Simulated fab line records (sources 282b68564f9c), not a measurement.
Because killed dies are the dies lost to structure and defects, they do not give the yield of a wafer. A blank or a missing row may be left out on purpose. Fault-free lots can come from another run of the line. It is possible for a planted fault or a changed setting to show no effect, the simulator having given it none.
Struck lot and sound lot, side by side | flow ritCmos | 18 steps out of a route of 202
Sound: wafers L159.1, L159.2, L159.6. Struck: wafers L155.4, L155.5, L155.6. The cause is given at the end.
Each step with rows lists, per side, the tool, then ch with its chambers, then its first start. Under that, the readings that differ: sound wafers | struck wafers | difference of the means | sigmas: that difference in standard deviations of wafers without a fault.
alike: a reading whose means differ by less than 2 such deviations, as well as words and numbers matching on both sides. not compared: withheld readings; readings where some wafer has no value; bounds like >300 that might hide an equal value; numbers whose values overlap and for which the record gives no deviation.
Wherever a step has rows on one side only, a row that says differs or no value, or a row with sigmas, the two part there. Non-overlapping numbers with no deviation appear without sigmas and do not part them. A reading that every wafer of one side lacks parts them only if that side has two wafers or more.

first, 1 step without rows for these wafers: RIT_CONTACT_HARDBAKE_10 (time 60 s).
RIT_CONTACT_ETCH_11: etches SiO2 in CHF3/CF4/Ar, stops on TiSi2, target depth 480 nm, time 320 s.
  sound on rieDiel-04 ch 0,1,2, day 7 08:56; struck on rieDiel-04 ch 0,1,2, day 6 13:03
  alike: drypumpMotorCurrentA, oesProductAu, throttleValvePct
  not compared: rfHoursCounterH
RIT_CONTACT_STRIP_12: strips in O2, time 180 s.
  sound on plasmaAsher-01 ch 0,1, day 7 09:08; struck on plasmaAsher-01 ch 0,1, day 6 13:12
  alike: drypumpMotorCurrentA
  not compared: rfHoursCounterH
RIT_CONTACT_CD_MEAS_90 targets a cd of 1000 nm.
  struck on cdSem-01, day 6 13:23; sound on cdSem-01, day 7 09:19
reading   | sound             | struck               | difference | sigmas
cdNm (nm) | 995.4 996.2 996.0 | 1000.8 1002.1 1002.4 | +5.9       | +2
then, 2 steps without rows for these wafers: RIT_CONTACT_CLEAN_13 (cleans in SC1, time 600 s); RIT_CONTACT_CLEAN_14 (cleans in SC2, time 600 s).
RIT_M1_SPUTTER_00: material Al, target thk 400 nm, time 500 s.
  struck on pvdSputter-01, day 6 13:47; sound on pvdSputter-01, day 7 09:47
  alike: throttleValvePct
RIT_M1_RS_MEAS_01: the measuring method here is four-point-probe.
  struck on filmMetro-02, day 6 14:08; sound on filmMetro-04, day 7 10:05
reading           | sound                | struck               | difference | sigmas
M1_AL_RS (ohm/sq) | 0.0711 0.0715 0.0714 | 0.0735 0.0728 0.0726 | +0.0016    | +2
RIT_M1_THK_MEAS_02: measures by xrf.
  struck on filmMetro-02, day 6 14:14; sound on filmMetro-04, day 7 10:12
  alike: M1_AL_THK
then, 3 steps without rows for these wafers: RIT_M1_HMDS_03 (prime time 60 s); RIT_M1_COAT_04 (resist thk 1300 nm); RIT_M1_SOFTBAKE_05 (time 60 s).
RIT_M1_EXPOSE_06: exposes mask M12, target cd 2600 nm.
  sound on ilineStepper-02 ch 0, day 7 10:50; struck on ilineStepper-01 ch 0, day 6 14:54
reading                  | sound                   | struck            | difference | sigmas
model.M1.overlayXNm (nm) | -0.7581 -0.7581 -0.7581 | 359.5 359.5 359.5 | +360.3     | 
  alike: mask, exposureDoseMJCm2, reticleTempC
then, 2 steps without rows for these wafers: RIT_M1_PEB_07; RIT_M1_DEVELOP_08 (develop time 68 s).
RIT_M1_CD_MEAS_09 targets a cd of 2600 nm.
  struck on cdSem-01, day 6 15:22; sound on cdSem-02, day 7 11:16
  alike: cdNm
RIT_M1_OVL_MEAS_10:
  struck on overlay-02, day 6 15:39; sound on overlay-01, day 7 11:23
reading     | sound          | struck            | difference | sigmas
M1_OVL (nm) | -3.5 -2.1 -2.9 | 361.8 359.2 358.5 | +362.7     | +99 or more
  not compared: hold
following that, these wafers have no rows for 1 step: RIT_M1_PROBE_99.

WHERE THEY PART
First at RIT_CONTACT_CD_MEAS_90; last, within this record, at RIT_M1_OVL_MEAS_10.

WHY: whatever the simulator had introduced
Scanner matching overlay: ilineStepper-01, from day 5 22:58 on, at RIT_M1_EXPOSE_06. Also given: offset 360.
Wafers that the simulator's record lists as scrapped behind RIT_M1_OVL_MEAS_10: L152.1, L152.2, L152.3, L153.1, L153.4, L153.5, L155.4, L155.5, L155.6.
